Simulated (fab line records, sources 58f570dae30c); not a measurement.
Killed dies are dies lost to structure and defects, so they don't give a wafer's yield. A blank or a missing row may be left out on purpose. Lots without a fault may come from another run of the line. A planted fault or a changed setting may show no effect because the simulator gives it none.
Which tool did it? | flow berkeley_cmos170 | 14 lots, 42 wafers sampled, at 2 steps of a route of 331

WHAT THE GAUGES READ, wafer by wafer
UCB170_FIELD_THK_MEAS_91. Usual: FIELD_OXIDE_LEFT_2_THK 360 nm, standard deviation 11.
lot  | measured     | on            | FIELD_OXIDE_LEFT_2_THK (nm) | flag
L601 | day 6 23:35  | film_metro-02 | 336 340 335                 |
L603 | day 7 08:41  | film_metro-01 | 358 360 354                 |
L602 | day 7 08:57  | film_metro-03 | 366 355 363                 |
L606 | day 7 15:52  | film_metro-02 | 356 363 361                 |
L607 | day 7 16:36  | film_metro-02 | 379 367 379                 |
L608 | day 8 12:47  | film_metro-01 | 354 348 367                 |
L609 | day 8 13:09  | film_metro-02 | 361 364 368                 |
L610 | day 9 02:31  | film_metro-01 | 364 355 365                 |
L614 | day 9 03:05  | film_metro-02 | 351 347 352                 |
L613 | day 9 03:38  | film_metro-02 | 354 350 353                 |
L617 | day 9 15:56  | film_metro-01 | 366 371 372                 |
L619 | day 10 10:11 | film_metro-01 | 353 359 365                 |
L620 | day 10 10:11 | film_metro-03 | 367 369 367                 |
L624 | day 11 15:02 | film_metro-03 | 345 343 344                 |

UCB170_GATE_THK_MEAS_02. Usual: GATE_OXIDE_THK 6.63 nm, standard deviation 0.11.
lot  | measured     | on            | GATE_OXIDE_THK (nm) | flag
L601 | day 7 04:56  | film_metro-03 | 6.69 6.76 6.77      |
L603 | day 7 13:11  | film_metro-04 | 6.47 6.51 6.49      |
L602 | day 7 13:11  | film_metro-01 | 6.53 6.67 6.46      |
L606 | day 7 20:17  | film_metro-03 | 6.59 6.74 6.61      |
L607 | day 7 20:17  | film_metro-01 | 6.67 6.70 6.76      |
L608 | day 8 20:53  | film_metro-01 | 6.77 6.93 6.86      |
L609 | day 8 20:56  | film_metro-04 | 6.62 6.73 6.70      |
L610 | day 9 10:55  | film_metro-01 | 6.81 6.85 6.80      |
L614 | day 9 10:55  | film_metro-04 | 6.77 6.55 6.69      |
L613 | day 9 11:04  | film_metro-04 | 6.68 6.78 6.87      |
L617 | day 9 21:57  | film_metro-01 | 6.66 6.64 6.56      |
L619 | day 10 16:05 | film_metro-03 | 6.61 6.55 6.58      |
L620 | day 10 16:07 | film_metro-04 | 6.69 6.62 6.61      |
L624 | day 11 20:54 | film_metro-03 | 6.54 6.43 6.52      |

WHICH TOOL RAN EACH LOT (tool, then ch and the chambers of the sampled wafers, then the start)
The record holds no process step before these readings.

WHAT THE TOOLS THEMSELVES READ (means of the sampled wafers that have a number; where no wafer has one, the mark that the record gives instead)
The record holds no such reading with a usual standard deviation.

THE ANSWER, worked out from the rows above alone
Rule: a lot is off if the mean of its wafers that have a number lies more than 3 standard deviations from the usual mean. A lot without any number at a reading at which 4 lots or more have one is off too. The other lots that the step has rows for count as sound. The gauges are gone through in route order, then the tools' own readings, and for those a lot's mean is taken as printed above. The first step at which some lot is off is used, and at that step the reading that is off furthest; a lot without a number counts as furthest.
No lot is off at any reading shown: from this, nothing can be told.

WHAT THE SIMULATOR HAD PUT IN
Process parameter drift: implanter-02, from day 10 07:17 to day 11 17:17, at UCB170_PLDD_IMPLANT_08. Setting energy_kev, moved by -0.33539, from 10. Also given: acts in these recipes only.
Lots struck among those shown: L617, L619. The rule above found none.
